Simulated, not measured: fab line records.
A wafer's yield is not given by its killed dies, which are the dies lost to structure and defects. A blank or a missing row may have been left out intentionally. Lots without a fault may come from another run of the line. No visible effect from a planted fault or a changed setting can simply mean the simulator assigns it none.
Commonality check across tools :: flow berkeleyCmos170 :: Sampled: 14 lots, 42 wafers

== REASON IT WAS OPENED ==
2 of 14 lots carry a flag on the reading FIELD_OXIDE_THK at UCB170_FIELD_THK_MEAS_02. Fault-free wafers read 560 nm, with a standard deviation of 11.
Rule: flag the lot when none of its wafers has a number, or when each of its wafers that has one lies beyond 4 standard deviations from that mean. The rest of the lots are taken to be sound.

lot: L911
measured: day 5 09:07
on: filmMetro-02
FIELD_OXIDE_THK (nm), wafer by wafer: 567 567 576
flag: 

lot: L912
measured: day 5 09:07
on: filmMetro-04
FIELD_OXIDE_THK (nm), wafer by wafer: 582 583 579
flag: 

lot: L914
measured: day 5 22:31
on: filmMetro-01
FIELD_OXIDE_THK (nm), wafer by wafer: 562 561 560
flag: 

lot: L915
measured: day 5 22:32
on: filmMetro-02
FIELD_OXIDE_THK (nm), wafer by wafer: 543 547 545
flag: 

lot: L918
measured: day 6 13:52
on: filmMetro-04
FIELD_OXIDE_THK (nm), wafer by wafer: 563 565 558
flag: 

lot: L919
measured: day 6 13:52
on: filmMetro-02
FIELD_OXIDE_THK (nm), wafer by wafer: 551 545 546
flag: 

lot: L921
measured: day 6 21:01
on: filmMetro-04
FIELD_OXIDE_THK (nm), wafer by wafer: 583 581 580
flag: 

lot: L920
measured: day 6 21:02
on: filmMetro-01
FIELD_OXIDE_THK (nm), wafer by wafer: 555 564 564
flag: 

lot: L922
measured: day 7 20:53
on: filmMetro-02
FIELD_OXIDE_THK (nm), wafer by wafer: 578 582 579
flag: 

lot: L923
measured: day 7 20:55
on: filmMetro-04
FIELD_OXIDE_THK (nm), wafer by wafer: 573 569 569
flag: 

lot: L924
measured: day 7 20:55
on: filmMetro-01
FIELD_OXIDE_THK (nm), wafer by wafer: 573 580 578
flag: 

lot: L925
measured: day 8 03:14
on: filmMetro-01
FIELD_OXIDE_THK (nm), wafer by wafer: 559 558 564
flag: 

lot: L926
measured: day 8 15:10
on: filmMetro-01
FIELD_OXIDE_THK (nm), wafer by wafer: 662 672 674
flag: FLAGGED

lot: L927
measured: day 8 15:11
on: filmMetro-02
FIELD_OXIDE_THK (nm), wafer by wafer: 673 686 670
flag: FLAGGED
The mean of the flagged lots' numbers is 673 nm, +113 nm from the usual (+10 standard deviations).

== LOT BY LOT: THE TOOL USED ==
The record holds 2 process steps before the reading, out of a route of 331 steps. Cell contents, in order: the tool; ch with the chambers the sampled wafers went through; the start.
lot: L911
flag: 
UCB170_PWELL_STRIP_16: plasmaAsher-04 ch 0,1, day 3 07:40
UCB170_FIELD_OXIDATION_01: furnace-01 ch 0, day 5 06:07

lot: L912
flag: 
UCB170_PWELL_STRIP_16: plasmaAsher-01 ch 0, day 3 16:36
UCB170_FIELD_OXIDATION_01: furnace-01 ch 0, day 5 06:07

lot: L914
flag: 
UCB170_PWELL_STRIP_16: plasmaAsher-04 ch 0,1, day 4 01:57
UCB170_FIELD_OXIDATION_01: furnace-04 ch 0, day 5 19:31

lot: L915
flag: 
UCB170_PWELL_STRIP_16: plasmaAsher-02 ch 0,1, day 4 07:17
UCB170_FIELD_OXIDATION_01: furnace-04 ch 0, day 5 19:31

lot: L918
flag: 
UCB170_PWELL_STRIP_16: plasmaAsher-02 ch 0,1, day 4 18:01
UCB170_FIELD_OXIDATION_01: furnace-02 ch 0, day 6 10:52

lot: L919
flag: 
UCB170_PWELL_STRIP_16: plasmaAsher-04 ch 0,1, day 4 18:15
UCB170_FIELD_OXIDATION_01: furnace-02 ch 0, day 6 10:52

lot: L921
flag: 
UCB170_PWELL_STRIP_16: plasmaAsher-02 ch 0, day 5 04:10
UCB170_FIELD_OXIDATION_01: furnace-01 ch 0, day 6 18:01

lot: L920
flag: 
UCB170_PWELL_STRIP_16: plasmaAsher-01 ch 0,1, day 5 04:20
UCB170_FIELD_OXIDATION_01: furnace-01 ch 0, day 6 18:01

lot: L922
flag: 
UCB170_PWELL_STRIP_16: plasmaAsher-02 ch 0, day 6 00:26
UCB170_FIELD_OXIDATION_01: furnace-01 ch 0, day 7 17:53

lot: L923
flag: 
UCB170_PWELL_STRIP_16: plasmaAsher-04 ch 0,1, day 6 00:41
UCB170_FIELD_OXIDATION_01: furnace-01 ch 0, day 7 17:53

lot: L924
flag: 
UCB170_PWELL_STRIP_16: plasmaAsher-04 ch 0,1, day 6 00:25
UCB170_FIELD_OXIDATION_01: furnace-01 ch 0, day 7 17:53

lot: L925
flag: 
UCB170_PWELL_STRIP_16: plasmaAsher-02 ch 0,1, day 6 05:40
UCB170_FIELD_OXIDATION_01: furnace-04 ch 0, day 8 00:14

lot: L926
flag: FLAGGED
UCB170_PWELL_STRIP_16: plasmaAsher-01 ch 0,1, day 6 17:56
UCB170_FIELD_OXIDATION_01: furnace-01 ch 0, day 8 12:10

lot: L927
flag: FLAGGED
UCB170_PWELL_STRIP_16: plasmaAsher-02 ch 0,1, day 6 17:55
UCB170_FIELD_OXIDATION_01: furnace-01 ch 0, day 8 12:10
These steps, and what they do:
- UCB170_PWELL_STRIP_16: strips in O2.
- UCB170_FIELD_OXIDATION_01: target thk 558.3 nm, ox time 7200 s.
- UCB170_FIELD_THK_MEAS_02

== FLAGGED AGAINST TOTAL, ONE TOOL AT A TIME (gauges that did the reading follow at the end) ==
step: UCB170_PWELL_STRIP_16
tool: plasmaAsher-01
lots run: 3
flagged: 1
share of the flagged lots: some
sound lots run after its first flagged lot: 0

step: UCB170_PWELL_STRIP_16
tool: plasmaAsher-02
lots run: 6
flagged: 1
share of the flagged lots: some
sound lots run after its first flagged lot: 0

step: UCB170_PWELL_STRIP_16
tool: plasmaAsher-04
lots run: 5
flagged: 0
share of the flagged lots: none
sound lots run after its first flagged lot: -

step: UCB170_FIELD_OXIDATION_01
tool: furnace-01
lots run: 9
flagged: 2
share of the flagged lots: all
sound lots run after its first flagged lot: 0

step: UCB170_FIELD_OXIDATION_01
tool: furnace-02
lots run: 2
flagged: 0
share of the flagged lots: none
sound lots run after its first flagged lot: -

step: UCB170_FIELD_OXIDATION_01
tool: furnace-04
lots run: 3
flagged: 0
share of the flagged lots: none
sound lots run after its first flagged lot: -

step: UCB170_FIELD_THK_MEAS_02
tool: filmMetro-01
lots run: 5
flagged: 1
share of the flagged lots: some
sound lots run after its first flagged lot: 0

step: UCB170_FIELD_THK_MEAS_02
tool: filmMetro-02
lots run: 5
flagged: 1
share of the flagged lots: some
sound lots run after its first flagged lot: 0

step: UCB170_FIELD_THK_MEAS_02
tool: filmMetro-04
lots run: 4
flagged: 0
share of the flagged lots: none
sound lots run after its first flagged lot: -

== WHAT IS ALLOWED BY THE TABLE ==
In the table, 1 row covers all flagged lots: furnace-01 at UCB170_FIELD_OXIDATION_01.
- furnace-01 at UCB170_FIELD_OXIDATION_01: 2 of its 9 lots flagged. It ran its last sound lot, L922, at day 7 17:53 and its first flagged lot, L926, at day 8 12:10: a fault with its onset between the two fits. Its own readings (spikeTcCentreC, spikeTcLoadC, spikeTcSourceC, tubeCenterTempC, tube_center_temp_C_max) fall more than 4 standard deviations out on all wafers of the flagged lots.
Left over: one tool, furnace-01 at UCB170_FIELD_OXIDATION_01.

== WHAT THE SIMULATOR HAD INSERTED ==
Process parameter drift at UCB170_FIELD_OXIDATION_01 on furnace-01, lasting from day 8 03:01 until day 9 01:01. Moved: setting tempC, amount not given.
Struck lots among those shown: L926, L927. The same result came from the rule above.
